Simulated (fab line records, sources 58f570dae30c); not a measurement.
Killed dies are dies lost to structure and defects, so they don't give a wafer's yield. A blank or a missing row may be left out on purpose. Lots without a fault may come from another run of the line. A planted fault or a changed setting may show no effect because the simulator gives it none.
fab line records | flow berkeley_cmos170
record lots=14 wafers=42 last_day=13
route steps=331 shown PLDD@154 NLDD@168 NSD@193
lots that met no fault: from a run of the same line without faults
start_h: hours from the record's first day to the start of the lot's first wafer shown | wait_h: hours since the lot's step before | " the same as in the row above | L1.1+2: a row that stands for several wafers | - no value, or no start given | * or withheld: withheld | < > ~ a bound
route shown NAME@n: a module of which the file shows steps, and the number in the route of the first | usual: mean/standard deviation of fault-free wafers | same: alike in all rows | chamber/n: place in a boat | sites: the reading at each site | _std_site: their standard deviation | _edge_site: outer sites' mean less inner sites' | radius_mm: how far each site lies from the wafer's centre | mask NAME#n: copy n | behind: the tool/chamber that last shaped the wafer | hold: why the lot was held/for how many hours/how that ended | device: the transistor (n, p or np) that didn't switch | end of line: the same wafers' tests at the end of the route | a step without rows: its recipe alone | killed: dies lost to structure and defects at the first sort, not the wafer's yield | map: a wafer's dies, x killed, . not, _ none there
set.NAME: the setting as run; set.NAME@STEP: as run at that earlier step | model.NAME: the simulator's own value behind a step, which no gauge read
steps of the route over a sample of lots; a table a step, a row a wafer
services: from which hour (start_h, from the record's first day; less than 0 if before it) a tool's chamber was out of use, for how many hours, and why
## steps
# step UCB170_PLDD_IMPLANT_09
# recipe species=BF2 dose_cm2=5e+13 energy_kev=10 tilt_deg=7 rotation_deg=180
# usual dose_ions_cm2=5.001e+13/5.4e+10 faraday_current_uA=158.4/2.8
# columns lot.wafer tool chamber start_h wait_h dose_ions_cm2 faraday_current_uA
L763.1 implanter-02 0 152.74 0.1 5.007e+13 162.6
L763.4 " 0 " " 5.004e+13 156.8
L763.5 " 0 " " 4.998e+13 159.4
L761.1 implanter-02 0 153.32 0.1 5.005e+13 164.2
L761.2 " 0 " " 5.013e+13 157.8
L761.4 " 0 " " 5.003e+13 163.6
L762.2 implanter-03 0 154.07 0.1 4.995e+13 159.2
L762.4 " 0 " " 5.002e+13 156.5
L762.5 " 0 " " 5.001e+13 157.3
L765.3 implanter-02 0 168.24 0.1 4.998e+13 158.1
L765.4 " 0 " " 5.003e+13 160.9
L765.6 " 0 " " 5e+13 163.7
L766.3 implanter-04 0 168.97 0.1 5.001e+13 164.4
L766.5 " 0 " " 4.99e+13 159.1
L766.6 " 0 " " 4.999e+13 158.1
L767.1 implanter-03 0 176.75 0.1 4.998e+13 153.6
L767.4 " 0 " " 5.008e+13 154.4
L767.6 " 0 " " 5.003e+13 157.5
L770.3 implanter-03 0 186.09 0.1 5.006e+13 158.7
L770.4 " 0 " " 5.004e+13 161.4
L770.6 " 0 " " 5.005e+13 153.9
L771.1 implanter-04 0 186.72 0.1 5e+13 158.5
L771.3 " 0 " " 5.003e+13 160.0
L771.6 " 0 " " 4.994e+13 160.9
L768.1 implanter-02 0 186.84 0.1 5.003e+13 157.9
L768.2 " 0 " " 5.008e+13 162.2
L768.6 " 0 " " 5.006e+13 158.4
L769.1 implanter-04 0 187.90 0.1 4.992e+13 153.5
L769.2 " 0 " " 4.999e+13 163.2
L769.5 " 0 " " 5.007e+13 159.7
L773.3 implanter-04 0 214.17 0.1 5.001e+13 157.4
L773.4 " 0 " " 4.987e+13 156.4
L773.5 " 0 " " 5e+13 158.3
L778.2 implanter-02 0 246.69 0.1 3.346e+13 108.4
L778.3 " 0 " " 3.354e+13 102.2
L778.5 " 0 " " 3.353e+13 105.4
L780.2 implanter-02 0 247.22 0.1 3.356e+13 101.8
L780.4 " 0 " " 3.35e+13 106.1
L780.6 " 0 " " 3.354e+13 107.3
L781.1 implanter-04 0 263.85 0.1 4.998e+13 154.2
L781.5 " 0 " " 5.015e+13 151.0
L781.6 " 0 " " 5.016e+13 160.9
# step UCB170_PLDD_STRIP_10
# recipe chemistry=O2 power_w=400 pressure_mtorr=3500 platen_temp_c=withheld o2_flow_sccm=400 overash_fraction=0.5
# usual drypump_motor_current_A=5.9/0.5 o2_flow_sccm=399.9/1.1 oes_product_au=0.735/0.0045 strip_time_to_endpoint_s=21.64/0.073
# columns lot.wafer tool chamber start_h wait_h drypump_motor_current_A o2_flow_sccm oes_product_au rf_hours_counter_h strip_time_to_endpoint_s
L763.1 plasma_asher-02 1 152.89 0.1 6.1 402.3 0.733 41 21.54
L763.4 " 1 " " 6.0 399.9 0.740 - 21.59
L763.5 " 1 " " 6.1 400.8 0.732 - 21.59
L761.1 plasma_asher-04 1 153.47 0.1 5.5 400.4 0.736 5 21.58
L761.2 " 0 " " 6.1 400.8 0.737 5 21.65
L761.4 " 1 " " 5.5 399.1 0.737 - 21.63
L762.2 plasma_asher-04 1 154.20 0.1 5.5 399.8 0.734 5 21.56
L762.4 " 1 " " 5.5 402.0 0.739 - 21.58
L762.5 " 1 " " 5.5 399.7 0.738 - 21.59
L765.3 plasma_asher-04 0 168.38 0.1 6.1 399.4 0.725 - 21.61
L765.4 " 1 " " 5.5 399.3 0.738 - 21.75
L765.6 " 0 " " 6.1 399.6 0.737 - 21.72
L766.3 plasma_asher-03 1 169.10 0.1 5.1 399.4 0.738 - 21.79
L766.5 " 0 " " 5.8 399.5 0.737 - 21.70
L766.6 " 1 " " 5.1 399.8 0.734 - 21.74
L767.1 plasma_asher-03 1 176.90 0.1 5.1 399.2 0.734 40 21.64
L767.4 " 1 " " 5.1 399.3 0.739 - 21.62
L767.6 " 0 " " 5.7 401.6 0.731 - 21.71
L770.3 plasma_asher-04 1 186.22 0.1 5.5 402.6 0.738 - 21.60
L770.4 " 0 " " 6.1 402.2 0.730 - 21.58
L770.6 " 0 " " 6.1 400.4 0.729 - 21.59
L771.1 plasma_asher-03 0 186.87 0.1 5.7 398.5 0.725 41 21.64
L771.3 " 0 " " 5.8 399.5 0.735 - 21.72
L771.6 " 0 " " 5.7 398.9 0.733 - 21.69
L768.1 plasma_asher-02 0 186.99 0.1 6.7 401.0 0.731 46 21.63
L768.2 " 1 " " 6.1 399.5 0.745 46 21.58
L768.6 " 0 " " 6.7 402.3 0.733 - 21.57
L769.1 plasma_asher-04 0 188.05 0.1 6.1 400.9 0.740 9 21.83
L769.2 " 1 " " 5.5 398.3 0.741 9 21.82
L769.5 " 0 " " 6.0 400.7 0.736 - 21.83
L773.3 plasma_asher-02 0 214.30 0.1 6.7 399.7 0.733 - 21.60
L773.4 " 1 " " 6.1 398.3 0.736 - 21.61
L773.5 " 1 " " 6.0 398.9 0.731 - 21.63
L778.2 plasma_asher-04 0 246.82 0.1 6.1 400.3 0.741 15 21.68
L778.3 " 1 " " 5.5 400.5 0.740 - 21.73
L778.5 " 1 " " 5.5 399.9 0.739 - 21.70
L780.2 plasma_asher-02 1 247.35 0.1 6.0 398.2 0.735 52 21.58
L780.4 " 1 " " 6.0 399.7 0.741 - 21.62
L780.6 " 1 " " 6.0 396.9 0.736 - 21.51
L781.1 plasma_asher-04 0 264.00 0.1 6.1 400.9 0.734 17 21.59
L781.5 " 0 " " 6.0 399.5 0.741 - 21.67
L781.6 " 1 " " 5.5 399.9 0.741 - 21.62
# step UCB170_PLDD_TW_MEAS_11
# usual PLDD_TW=1014/5
# columns lot.wafer tool chamber start_h wait_h PLDD_TW
L763.1 film_metro-03 - 152.99 0.1 1004
L763.4 " - " " 1015
L763.5 " - " " 1012
L761.1 film_metro-04 - 153.57 0.1 1016
L761.2 " - " " 1023
L761.4 " - " " 1013
L762.2 film_metro-01 - 154.61 0.4 1017
L762.4 " - " " 1022
L762.5 " - " " 1020
L765.3 film_metro-03 - 168.46 0.1 1010
L765.4 " - " " 1010
L765.6 " - " " 1015
L766.3 film_metro-03 - 169.19 0.1 1006
L766.5 " - " " 1012
L766.6 " - " " 1003
L767.1 film_metro-01 - 177.00 0.1 1011
L767.4 " - " " 1019
L767.6 " - " " 1020
L770.3 film_metro-03 - 186.31 0.1 1010
L770.4 " - " " 1014
L770.6 " - " " 1012
L771.1 film_metro-04 - 186.97 0.1 1015
L771.3 " - " " 1017
L771.6 " - " " 1020
L768.1 film_metro-03 - 187.09 0.1 1010
L768.2 " - " " 1008
L768.6 " - " " 1008
L769.1 film_metro-04 - 188.15 0.1 1019
L769.2 " - " " 1013
L769.5 " - " " 1018
L773.3 film_metro-03 - 214.39 0.1 1014
L773.4 " - " " 1014
L773.5 " - " " 1012
L778.2 film_metro-03 - 246.93 0.1 954
L778.3 " - " " 950
L778.5 " - " " 953
L780.2 film_metro-03 - 247.46 0.1 949
L780.4 " - " " 955
L780.6 " - " " 955
L781.1 film_metro-03 - 264.10 0.1 1013
L781.5 " - " " 1014
L781.6 " - " " 1005
# step UCB170_NLDD_STRIP_10
# recipe chemistry=O2 power_w=400 pressure_mtorr=3500 platen_temp_c=withheld o2_flow_sccm=400 overash_fraction=0.5
# usual drypump_motor_current_A=5.7/0.57 o2_flow_sccm=400.0/1.2 oes_product_au=0.734/0.0048 strip_time_to_endpoint_s=21.65/0.066
# columns lot.wafer tool chamber start_h wait_h drypump_motor_current_A o2_flow_sccm oes_product_au rf_hours_counter_h strip_time_to_endpoint_s
L763.1 plasma_asher-01 1 155.74 0.1 5.6 400.9 0.735 43 21.61
L763.4 " 0 " " 5.0 401.6 0.729 - 21.55
L763.5 " 1 " " 5.6 398.2 0.724 - 21.63
L761.1 plasma_asher-02 0 156.10 0.1 6.7 400.5 0.742 42 21.70
L761.2 " 1 " " 6.1 399.8 0.725 42 21.70
L761.4 " 0 " " 6.7 401.3 0.731 - 21.64
L762.2 plasma_asher-01 1 156.58 0.1 5.6 398.9 0.736 43 21.67
L762.4 " 0 " " 5.0 401.0 0.735 - 21.66
L762.5 " 1 " " 5.6 400.0 0.738 - 21.67
L765.3 plasma_asher-02 1 171.00 0.1 6.0 401.0 0.738 - 21.61
L765.4 " 0 " " 6.8 401.1 0.737 - 21.60
L765.6 " 1 " " 6.1 399.7 0.732 - 21.61
L766.3 plasma_asher-02 0 171.73 0.1 6.7 400.2 0.731 - 21.68
L766.5 " 0 " " 6.7 399.6 0.729 - 21.72
L766.6 " 1 " " 6.0 399.7 0.733 - 21.71
L767.1 plasma_asher-03 0 178.53 0.1 5.8 401.0 0.741 40 21.58
L767.4 " 1 " " 5.1 399.3 0.732 - 21.53
L767.6 " 0 " " 5.7 400.8 0.736 - 21.52
L770.3 plasma_asher-03 1 189.59 0.1 5.1 399.4 0.732 - 21.66
L770.4 " 0 " " 5.8 399.6 0.738 - 21.58
L770.6 " 0 " " 5.8 401.0 0.733 - 21.60
L771.1 plasma_asher-02 0 189.68 0.1 6.7 401.2 0.731 46 21.58
L771.3 " 1 " " 6.0 400.5 0.732 - 21.61
L771.6 " 1 " " 6.1 401.0 0.730 - 21.66
L768.1 plasma_asher-02 1 189.92 0.1 6.0 401.1 0.727 46 21.64
L768.2 " 0 " " 6.8 401.4 0.735 46 21.72
L768.6 " 1 " " 6.1 399.1 0.728 - 21.67
L769.1 plasma_asher-03 1 190.40 0.1 5.1 399.3 0.737 42 21.68
L769.2 " 0 " " 5.8 395.8 0.739 42 21.67
L769.5 " 0 " " 5.7 397.9 0.737 - 21.57
L773.3 plasma_asher-03 0 216.27 0.1 5.8 399.9 0.732 - 21.68
L773.4 " 1 " " 5.0 399.3 0.732 - 21.77
L773.5 " 0 " " 5.8 399.7 0.729 - 21.75
L778.2 plasma_asher-02 0 249.00 0.1 6.7 400.9 0.733 52 21.64
L778.3 " 1 " " 6.1 399.8 0.738 - 21.69
L778.5 " 1 " " 6.1 398.7 0.731 - 21.66
L780.2 plasma_asher-03 1 249.24 0.1 5.1 400.9 0.720 47 21.65
L780.4 " 0 " " 5.8 399.9 0.743 - 21.70
L780.6 " 1 " " 5.1 400.3 0.736 - 21.63
L781.1 plasma_asher-03 0 266.04 0.1 5.8 398.9 0.739 49 21.64
L781.5 " 1 " " 5.1 400.3 0.735 - 21.63
L781.6 " 0 " " 5.8 399.4 0.728 - 21.64
# step UCB170_NSD_CD_MEAS_06
# recipe target_cd_nm=1200
# usual cd_nm=1200.1/1.5
# columns lot.wafer tool chamber start_h wait_h cd_nm
L763.1 cd_sem-01 - 163.72 - 1198.5
L763.4 " - " " 1198.5
L763.5 " - " " 1198.9
L762.2 cd_sem-01 - 164.29 - 1198.7
L762.4 " - " " 1198.1
L762.5 " - " " 1198.8
L761.1 cd_sem-02 - 164.55 - 1200.0
L761.2 " - " " 1201.0
L761.4 " - " " 1200.4
L765.3 cd_sem-01 - 180.48 - 1203.0
L765.4 " - " " 1202.2
L765.6 " - " " 1202.2
L766.3 cd_sem-01 - 180.60 - 1197.2
L766.5 " - " " 1198.2
L766.6 " - " " 1197.9
L767.1 cd_sem-01 - 188.50 - 1199.1
L767.4 " - " " 1199.4
L767.6 " - " " 1198.0
L770.3 cd_sem-01 - 203.08 - 1202.1
L770.4 " - " " 1201.1
L770.6 " - " " 1200.2
L768.1 cd_sem-02 - 203.08 - 1200.9
L768.2 " - " " 1199.9
L768.6 " - " " 1200.0
L771.1 cd_sem-01 - 203.32 - 1200.1
L771.3 " - " " 1200.1
L771.6 " - " " 1199.3
L769.1 cd_sem-02 - 203.60 - 1198.7
L769.2 " - " " 1200.5
L769.5 " - " " 1199.9
L773.3 cd_sem-02 - 226.74 - 1199.1
L773.4 " - " " 1197.8
L773.5 " - " " 1199.8
L778.2 cd_sem-02 - 257.54 - 1201.3
L778.3 " - " " 1199.4
L778.5 " - " " 1198.5
L780.2 cd_sem-02 - 257.78 - 1201.2
L780.4 " - " " 1199.9
L780.6 " - " " 1201.9
L781.1 cd_sem-02 - 276.85 - 1201.1
L781.5 " - " " 1197.9
L781.6 " - " " 1200.5
# step UCB170_SDANNEAL_RS_MEAS_04
# recipe thk_meas_gauge=four-point-probe
# usual PLDD_RS=1030.8/2.6
# columns lot.wafer tool chamber start_h wait_h PLDD_RS[ohm/sq]
L763.1 film_metro-01 - 165.92 0.1 1028.1
L763.4 " - " " 1027.1
L763.5 " - " " 1027.2
L762.2 film_metro-03 - 166.20 0.1 1031.4
L762.4 " - " " 1031.1
L762.5 " - " " 1031.6
L761.1 film_metro-04 - 166.54 0.1 1027.3
L761.2 " - " " 1026.8
L761.4 " - " " 1029.7
L765.3 film_metro-03 - 182.36 0.1 1029.7
L765.4 " - " " 1031.7
L765.6 " - " " 1027.9
L766.3 film_metro-01 - 182.68 0.1 1038.0
L766.5 " - " " 1035.9
L766.6 " - " " 1035.9
L767.1 film_metro-04 - 190.34 0.1 1032.6
L767.4 " - " " 1033.1
L767.6 " - " " 1029.7
L770.3 film_metro-03 - 204.95 0.1 1034.3
L770.4 " - " " 1034.0
L770.6 " - " " 1032.4
L768.1 film_metro-01 - 205.24 0.1 1025.0
L768.2 " - " " 1030.4
L768.6 " - " " 1027.4
L771.1 film_metro-04 - 205.64 0.1 1030.4
L771.3 " - " " 1032.3
L771.6 " - " " 1030.8
L769.1 film_metro-03 - 205.68 0.1 1027.4
L769.2 " - " " 1030.3
L769.5 " - " " 1025.7
L773.3 film_metro-01 - 228.68 0.1 1033.4
L773.4 " - " " 1030.0
L773.5 " - " " 1036.6
L778.2 film_metro-04 - 259.33 0.1 1190.6
L778.3 " - " " 1192.5
L778.5 " - " " 1191.4
L780.2 film_metro-01 - 259.51 0.1 1192.6
L780.4 " - " " 1193.6
L780.6 " - " " 1191.3
L781.1 film_metro-04 - 278.82 0.1 1031.4
L781.5 " - " " 1030.4
L781.6 " - " " 1031.3
## services
# columns tool chamber start_h hours kind
plasma_asher-03 - 131.13 5.6 repair
implanter-04 - 150.00 4.1 pm
implanter-03 - 186.49 3.3 repair
plasma_asher-01 - 186.51 3.5 repair
implanter-02 - 200.41 6.6 repair
implanter-03 - 211.38 1.7 repair
implanter-02 - 218.01 5.5 repair
implanter-03 - 261.48 4.9 pm
## key
first_sign step=UCB170_PLDD_IMPLANT_09 reading=dose_ions_cm2 direction=down sigmas=99+ usual=5.001e+13 struck=3.352e+13
effect step=UCB170_PLDD_IMPLANT_09 reading=faraday_current_uA direction=down sigmas=19 usual=158.4 struck=105.2
effect step=UCB170_PLDD_TW_MEAS_11 reading=PLDD_TW direction=down sigmas=12 usual=1014 struck=953
effect step=UCB170_SDANNEAL_RS_MEAS_04 reading=PLDD_RS direction=up sigmas=63 usual=1030.8 struck=1192.0
met_at UCB170_PLDD_IMPLANT_09
struck_lots L778,L780
sort_left_out L780.2,L780.4,L780.6
tester_left_out L778,L780
not_acting_at UCB170_PLDD_STRIP_10,UCB170_NLDD_STRIP_10,UCB170_NSD_CD_MEAS_06
onset_between 186.84 246.69
fault kind=process_parameter_drift tool=implanter-02 chamber=- onset_h=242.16 steps=UCB170_PLDD_IMPLANT_09 channel=dose_cm2 offset=-1.65e+13 shape=step end_h=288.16 acts_in=these_recipes_only stated=5e+13
# tester_left_out: of these lots the tester's yield and bins aren't shown, on N5 and GAA mostly nor the transistor test; their killed dies are dies lost to structure and defects alone, not to doping, threshold or leakage, so they don't give the yield
# sort_left_out: the simulated sort isn't trusted on such a fault, so these wafers' sort isn't shown, and their yield isn't known
